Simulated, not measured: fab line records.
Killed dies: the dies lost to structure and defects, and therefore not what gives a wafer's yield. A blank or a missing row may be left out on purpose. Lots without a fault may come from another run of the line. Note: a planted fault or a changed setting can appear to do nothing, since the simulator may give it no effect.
The tool behind it: which one?	flow berkeley_cmos170	13 lots, 39 wafers sampled, at 5 steps of a route of 331

## WHAT EACH GAUGE READ, for each wafer
UCB170_PWELL_OVL_MEAS_13.
lot	measured	on	PWELL_OVL (nm)
L319	day 2 23:04	overlay-01	-5 1 1
L321	day 3 14:05	overlay-01	-4 0 -5
L323	day 4 00:49	overlay-01	-4 4 -6
L324	day 4 06:43	overlay-01	-9 -2 2
L328	day 4 15:28	overlay-02	0 8 9
L326	day 4 15:38	overlay-01	-5 -3 2
L327	day 4 15:55	overlay-01	- - -
L338	day 6 23:25	overlay-01	-7 1 -6
L337	day 7 03:04	overlay-02	-2 4 -7
L339	day 7 03:16	overlay-01	-8 -6 -9
L341	day 7 09:25	overlay-01	7 4 0
L340	day 7 11:16	overlay-01	-6 -4 -5
L342	day 7 18:22	overlay-02	1 0 -5

UCB170_PWELL_TW_MEAS_17.
lot	measured	on	PWELL_TW
L319	day 2 23:28	film_metro-03	381 380 379
L321	day 3 14:28	film_metro-03	376 379 380
L323	day 4 01:12	film_metro-03	380 379 379
L324	day 4 07:07	film_metro-01	372 372 370
L328	day 4 15:52	film_metro-04	380 376 377
L326	day 4 16:02	film_metro-03	380 380 378
L327	day 4 16:18	film_metro-04	30 30 30 30 30 30
L338	day 6 23:49	film_metro-04	376 376 376
L337	day 7 03:27	film_metro-01	370 371 371
L339	day 7 03:40	film_metro-04	384 384 384
L341	day 7 09:49	film_metro-03	381 381 379
L340	day 7 11:40	film_metro-03	379 382 381
L342	day 7 18:45	film_metro-03	381 381 379

UCB170_FIELD_THK_MEAS_91.
lot	measured	on	FIELD_OXIDE_LEFT_2_THK (nm)
L319	day 5 10:35	film_metro-01	358 367 351
L321	day 6 03:11	film_metro-01	352 364 351
L323	day 6 15:38	film_metro-03	360 349 346
L324	day 6 16:42	film_metro-03	368 366 362
L328	day 7 09:02	film_metro-04	347 354 357
L326	day 7 09:20	film_metro-03	351 345 351
L338	day 9 08:40	film_metro-01	349 353 349
L337	day 9 09:10	film_metro-01	356 364 366
L339	day 9 08:50	film_metro-04	350 353 348
L341	day 9 21:59	film_metro-01	347 343 350
L340	day 9 21:58	film_metro-04	382 387 390
L342	day 10 08:38	film_metro-01	361 352 359

## TOOL THAT RAN EACH LOT (tool first, then ch and the chambers of the sampled wafers, then the start)
lot	UCB170_PWELL_EXPOSE_10	UCB170_ACTIVE_STRIP_16
L319	krf_scanner-02 ch 0, day 2 22:41	plasma_asher-04 ch 0,1, day 4 06:21
L321	krf_scanner-02 ch 0, day 3 13:42	plasma_asher-04 ch 0,1, day 4 18:32
L323	krf_scanner-01 ch 0, day 4 00:14	plasma_asher-04 ch 0,1, day 5 11:32
L324	krf_scanner-02 ch 0, day 4 06:21	plasma_asher-01 ch 0,1, day 5 11:16
L328	krf_scanner-02 ch 0, day 4 14:46	plasma_asher-02 ch 0,1, day 5 20:27
L326	krf_scanner-01 ch 0, day 4 15:01	plasma_asher-02 ch 0,1, day 5 20:06
L327	krf_scanner-02 ch 0, day 4 15:22	-
L338	krf_scanner-02 ch 0, day 6 23:02	plasma_asher-01 ch 1, day 8 01:57
L337	krf_scanner-01 ch 0, day 7 02:41	plasma_asher-04 ch 0,1, day 8 02:04
L339	krf_scanner-01 ch 0, day 7 02:48	plasma_asher-02 ch 0,1, day 8 02:19
L341	krf_scanner-02 ch 0, day 7 08:35	plasma_asher-01 ch 0,1, day 8 12:31
L340	krf_scanner-01 ch 0, day 7 10:32	plasma_asher-02 ch 0,1, day 8 12:14
L342	krf_scanner-01 ch 0, day 7 17:38	plasma_asher-02 ch 0,1, day 8 22:54
- UCB170_PWELL_EXPOSE_10: exposes mask PWELL, target cd 3000 nm.
- UCB170_ACTIVE_STRIP_16: strips in O2.

## AS READ BY THE TOOLS THEMSELVES (means over the sampled wafers that have a number; for cases with no such wafer, the mark the record gives instead)
UCB170_ACTIVE_STRIP_16.
lot	tool	chamber_pressure_mTorr (mTorr)	drypump_motor_current_A (A)	oes_product_au (a.u.)	strip_time_to_endpoint_s (s)
L319	plasma_asher-04	3504	5.4	0.721	18.35
L321	plasma_asher-04	3499	5.4	0.726	18.37
L323	plasma_asher-04	3502	5.4	0.720	18.42
L324	plasma_asher-01	3496	5.6	0.719	18.31
L328	plasma_asher-02	3500	5.9	0.723	18.31
L326	plasma_asher-02	3502	5.9	0.722	18.32
L338	plasma_asher-01	3494	5.8	0.721	18.31
L337	plasma_asher-04	3499	5.5	0.724	18.47
L339	plasma_asher-02	3500	5.9	0.718	18.41
L341	plasma_asher-01	3499	5.6	0.722	18.37
L340	plasma_asher-02	3499	6.0	0.717	18.39
L342	plasma_asher-02	3501	6.0	0.725	18.39

## THE ANSWER, worked out from the rows above alone
Rule: usual is defined by the lots themselves. Put in order of their means at a reading, lots are off if they are a third of the lots or fewer, leave a main group of 4 or more, and stand apart from it by a gap of 3 or more times the standard deviation of the main group's means; of several such gaps the widest counts. A main group whose means are all the same, to the digits that the tables above print for the reading, isn't used. Also off: a lot with no number at a reading for which 4 or more lots have one. Where the step has rows for the other lots, those lots are counted as sound. The gauges are gone through in route order, then the tools' own readings, and for those a lot's mean is taken as printed above. The first step at which some lot is off is used, and at that step the reading that is off furthest; a lot without a number counts as furthest.
Off: L327, seen at UCB170_PWELL_OVL_MEAS_13 (PWELL_OVL). Without a number there: L327. Mean -2 nm and standard deviation 3.4 in the main group.
If a tool, at a process step before that reading, ran all the lots that are off and no sound lot after the first of them, it fits. The gauges at UCB170_PWELL_OVL_MEAS_13 aren't tried: what is off there is off at UCB170_PWELL_TW_MEAS_17 too, on other tools, and a gauge's error can't cause that. Of those tried, none fits.

## WHAT HAD BEEN PUT IN BY THE SIMULATOR
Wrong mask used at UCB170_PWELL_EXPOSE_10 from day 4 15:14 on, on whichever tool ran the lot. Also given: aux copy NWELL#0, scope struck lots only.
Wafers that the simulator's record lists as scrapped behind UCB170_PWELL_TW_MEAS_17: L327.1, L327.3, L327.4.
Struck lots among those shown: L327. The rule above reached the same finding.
